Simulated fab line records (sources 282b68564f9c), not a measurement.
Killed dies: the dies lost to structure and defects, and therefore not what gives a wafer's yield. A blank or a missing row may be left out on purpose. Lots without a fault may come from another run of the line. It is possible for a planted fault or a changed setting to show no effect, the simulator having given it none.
Which of the tools did it? + flow rit_cmos + Sampling: 16 lots, 48 wafers, 2 of 202 route steps

WHAT EACH GAUGE READ, for each wafer
RIT_M1_OVL_MEAS_10.
| lot  | measured    | on         | M1_OVL (nm)       |
|------|-------------|------------|-------------------|
| L256 | day 3 09:38 | overlay-02 | 3.9 3.0 3.0       |
| L257 | day 3 18:30 | overlay-01 | 2.4 2.8 2.8       |
| L258 | day 3 22:37 | overlay-02 | 0.3 1.9 0.9       |
| L261 | day 4 12:00 | overlay-01 | 3.2 1.7 3.2       |
| L262 | day 4 18:31 | overlay-02 | -1.0 0.1 0.2      |
| L263 | day 5 04:57 | overlay-01 | -2.1 0.2 -0.6     |
| L265 | day 5 10:07 | overlay-01 | 2.2 2.6 3.0       |
| L266 | day 5 14:52 | overlay-01 | 0.3 0.1 -0.9      |
| L269 | day 6 04:43 | overlay-02 | 0.4 1.5 2.4       |
| L270 | day 6 09:34 | overlay-01 | 3.0 2.0 1.5       |
| L271 | day 6 15:46 | overlay-01 | -0.4 -1.7 -0.2    |
| L273 | day 7 00:20 | overlay-01 | -0.1 0.1 0.5      |
| L274 | day 7 03:39 | overlay-01 | 361.6 361.3 361.3 |
| L275 | day 7 10:58 | overlay-01 | 361.3 360.1 360.9 |
| L276 | day 7 16:56 | overlay-01 | 361.9 359.0 359.6 |
| L277 | day 7 19:17 | overlay-01 | 361.9 362.0 362.2 |

WHICH TOOL RAN EACH LOT (tool, then ch and the chambers of the sampled wafers, then the start)
| lot  | RIT_M1_EXPOSE_06                   |
|------|------------------------------------|
| L256 | iline_stepper-01 ch 0, day 3 09:05 |
| L257 | iline_stepper-02 ch 0, day 3 17:57 |
| L258 | iline_stepper-02 ch 0, day 3 22:05 |
| L261 | iline_stepper-01 ch 0, day 4 11:26 |
| L262 | iline_stepper-02 ch 0, day 4 17:50 |
| L263 | iline_stepper-02 ch 0, day 5 04:14 |
| L265 | iline_stepper-02 ch 0, day 5 09:34 |
| L266 | iline_stepper-02 ch 0, day 5 14:19 |
| L269 | iline_stepper-01 ch 0, day 6 04:10 |
| L270 | iline_stepper-01 ch 0, day 6 09:02 |
| L271 | iline_stepper-02 ch 0, day 6 15:13 |
| L273 | iline_stepper-02 ch 0, day 6 23:49 |
| L274 | iline_stepper-02 ch 0, day 7 03:08 |
| L275 | iline_stepper-02 ch 0, day 7 10:25 |
| L276 | iline_stepper-02 ch 0, day 7 16:23 |
| L277 | iline_stepper-02 ch 0, day 7 18:46 |
- RIT_M1_EXPOSE_06: exposes mask M12, target cd 2600 nm.

WHAT THE TOOLS THEMSELVES READ (means of the sampled wafers that have a number; where no wafer has one, the mark that the record gives instead)
RIT_M1_EXPOSE_06.
| lot  | tool             | focus_offset_nm (nm) | stage_vel_mm_s (mm/s) |
|------|------------------|----------------------|-----------------------|
| L256 | iline_stepper-01 | -0.4                 | 500.27                |
| L257 | iline_stepper-02 | 0.1                  | 500.13                |
| L258 | iline_stepper-02 | -0.3                 | 500.11                |
| L261 | iline_stepper-01 | 0.6                  | 499.75                |
| L262 | iline_stepper-02 | -0.3                 | 499.88                |
| L263 | iline_stepper-02 | 0.3                  | 500.06                |
| L265 | iline_stepper-02 | 0.5                  | 500.12                |
| L266 | iline_stepper-02 | 1.1                  | 500.23                |
| L269 | iline_stepper-01 | 0.2                  | 499.91                |
| L270 | iline_stepper-01 | -0.3                 | 499.73                |
| L271 | iline_stepper-02 | -0.6                 | 499.98                |
| L273 | iline_stepper-02 | -0.1                 | 500.06                |
| L274 | iline_stepper-02 | -0.4                 | 500.17                |
| L275 | iline_stepper-02 | -0.7                 | 500.01                |
| L276 | iline_stepper-02 | 0.1                  | 499.73                |
| L277 | iline_stepper-02 | 0.4                  | 499.86                |

THE ANSWER, worked out from the rows above alone
Rule: the lots themselves supply what counts as usual. The widest of any qualifying gaps counts: lots, ordered by their means at a reading, are off when they make up no more than a third of the lots, leave a main group of 4 or more, and stand apart from it by 3 or more times the standard deviation of that group's means. Not used: any main group whose means are identical at the precision the tables above print for the reading. A lot without any number at a reading at which 4 lots or more have one is off too. Any other lot the step has rows for is counted as sound. After the gauges, taken in route order, come the tools' own readings; for these a lot's mean is taken, as printed above. At the first step where some lot is off, the reading lying furthest off is the one used; lots without a number count as furthest.
Off: L274, L275, L276, L277, at RIT_M1_OVL_MEAS_10 (M1_OVL). The main group has a mean of 1.2 nm with a standard deviation of 1.4.
If a tool, at a process step before that reading, ran all the lots that are off and no sound lot after the first of them, it fits. Those tools and the gauges at RIT_M1_OVL_MEAS_10 are tried in the same way. 2 tools fit, iline_stepper-02 at RIT_M1_EXPOSE_06 and overlay-01 at RIT_M1_OVL_MEAS_10, so this cannot tell which one it is.

WHAT THE SIMULATOR HAD INSERTED
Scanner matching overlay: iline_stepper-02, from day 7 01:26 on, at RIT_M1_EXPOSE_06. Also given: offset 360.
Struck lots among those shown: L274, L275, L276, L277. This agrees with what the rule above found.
